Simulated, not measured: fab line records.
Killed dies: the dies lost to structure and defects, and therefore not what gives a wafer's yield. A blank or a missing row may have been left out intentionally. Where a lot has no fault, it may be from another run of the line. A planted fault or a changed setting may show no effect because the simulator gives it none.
Which tool did it? -- flow berkeley_cmos170 -- 14 lots, 42 wafers sampled, at 3 steps of a route of 331

== WHAT EACH GAUGE READ, for each wafer ==
UCB170_PLDD_TW_MEAS_11. Usual: for PLDD_TW the level is 1010 and the standard deviation is 11.
lot,measured,on,PLDD_TW,flag
L448,day 7 21:48,film_metro-01,1006 1010 1005,
L449,day 7 22:05,film_metro-04,1026 1026 1021,
L447,day 7 22:14,film_metro-01,1006 1005 1000,
L450,day 7 22:21,film_metro-03,998 1007 1008,
L451,day 8 16:04,film_metro-01,997 998 993,
L452,day 8 16:22,film_metro-04,1027 1026 1026,
L453,day 9 02:19,film_metro-01,1003 1004 1006,
L455,day 9 09:20,film_metro-01,1009 1001 1005,
L454,day 9 10:12,film_metro-03,1009 1010 1010,
L463,day 11 09:33,film_metro-04,1028 1032 1034,
L465,day 11 18:34,film_metro-01,1000 997 1002,
L467,day 12 06:40,film_metro-04,1027 1029 1029,
L466,day 12 06:53,film_metro-03,1009 1009 1006,
L469,day 12 15:20,film_metro-01,997 1001 1002,

UCB170_CONTACT_OVL_MEAS_16. Usual: for CONTACT_OVL the level is 2 nm and the standard deviation is 4.8.
lot,measured,on,CONTACT_OVL (nm),flag
L448,day 8 19:07,overlay-02,2 3 -2,
L449,day 8 18:39,overlay-01,6 1 10,
L447,day 8 20:59,overlay-02,3 -4 -1,
L450,day 8 20:42,overlay-02,5 3 9,
L451,day 9 16:55,overlay-01,8 0 1,
L452,day 9 17:03,overlay-02,1 3 5,
L453,day 9 20:17,overlay-01,8 7 6,
L455,day 10 06:59,overlay-01,-6 -6 -6,
L454,day 10 06:26,overlay-02,-1 -1 5,
L463,day 12 07:24,overlay-02,-5 0 -1,
L465,day 12 12:23,overlay-02,6 2 6,
L467,day 13 06:04,overlay-02,7 3 0,
L466,day 13 05:11,overlay-02,-3 -3 -8,
L469,day 13 12:08,overlay-02,-1 2 1,

== WHICH TOOL RAN EACH LOT (tool, then ch and the chambers of the sampled wafers, then the start) ==
lot,UCB170_CONTACT_STRIP_06
L448,"plasma_asher-02 ch 0, day 8 17:38"
L449,"plasma_asher-03 ch 0,1, day 8 17:19"
L447,"plasma_asher-04 ch 0,1, day 8 19:04"
L450,"plasma_asher-03 ch 0,1, day 8 19:04"
L451,"plasma_asher-02 ch 0,1, day 9 15:37"
L452,"plasma_asher-03 ch 0, day 9 15:39"
L453,"plasma_asher-04 ch 0,1, day 9 18:43"
L455,"plasma_asher-02 ch 1, day 10 03:46"
L454,"plasma_asher-03 ch 0,1, day 10 03:46"
L463,"plasma_asher-04 ch 0, day 12 05:18"
L465,"plasma_asher-03 ch 0,1, day 12 10:56"
L467,"plasma_asher-03 ch 0,1, day 13 02:54"
L466,"plasma_asher-02 ch 0,1, day 13 02:41"
L469,"plasma_asher-02 ch 0,1, day 13 10:43"
- UCB170_CONTACT_STRIP_06: strips in O2.

== WHAT THE TOOLS THEMSELVES READ (means of the sampled wafers that have a number; where no wafer has one, the mark that the record gives instead) ==
UCB170_CONTACT_STRIP_06. Usual: drypump_motor_current_A 5.5 A, standard deviation 0.43; oes_product_au 0.735 a.u., standard deviation 0.004; strip_time_to_endpoint_s 22.01 s, standard deviation 0.074.
lot,tool,drypump_motor_current_A (A),oes_product_au (a.u.),strip_time_to_endpoint_s (s),flag
L448,plasma_asher-02,4.9,0.736,22.04,
L449,plasma_asher-03,5.6,0.739,21.94,
L447,plasma_asher-04,5.6,0.738,22.02,
L450,plasma_asher-03,5.6,0.731,22.07,
L451,plasma_asher-02,5.5,0.731,22.08,
L452,plasma_asher-03,5.1,0.733,21.99,
L453,plasma_asher-04,5.6,0.737,21.94,
L455,plasma_asher-02,5.8,0.730,22.08,
L454,plasma_asher-03,5.3,0.734,21.95,
L463,plasma_asher-04,6.1,0.736,21.88,
L465,plasma_asher-03,5.3,0.736,21.92,
L467,plasma_asher-03,5.6,0.737,22.11,
L466,plasma_asher-02,5.5,0.733,22.14,
L469,plasma_asher-02,5.2,0.733,22.09,

== THE ANSWER, worked out from the rows above alone ==
Rule: lot off if the mean of its wafers having a number is beyond 3 standard deviations from the usual mean. A lot without any number at a reading at which 4 lots or more have one is off too. Where the step has rows for the other lots, those lots are counted as sound. Order of review: gauges by route order, followed by the tools' own readings, for which a lot's mean as printed above is used. At the first step where some lot is off, the reading lying furthest off is the one used; lots without a number count as furthest.
None of the lots is off at any reading shown; this tells nothing.

== WHAT HAD BEEN PUT IN BY THE SIMULATOR ==
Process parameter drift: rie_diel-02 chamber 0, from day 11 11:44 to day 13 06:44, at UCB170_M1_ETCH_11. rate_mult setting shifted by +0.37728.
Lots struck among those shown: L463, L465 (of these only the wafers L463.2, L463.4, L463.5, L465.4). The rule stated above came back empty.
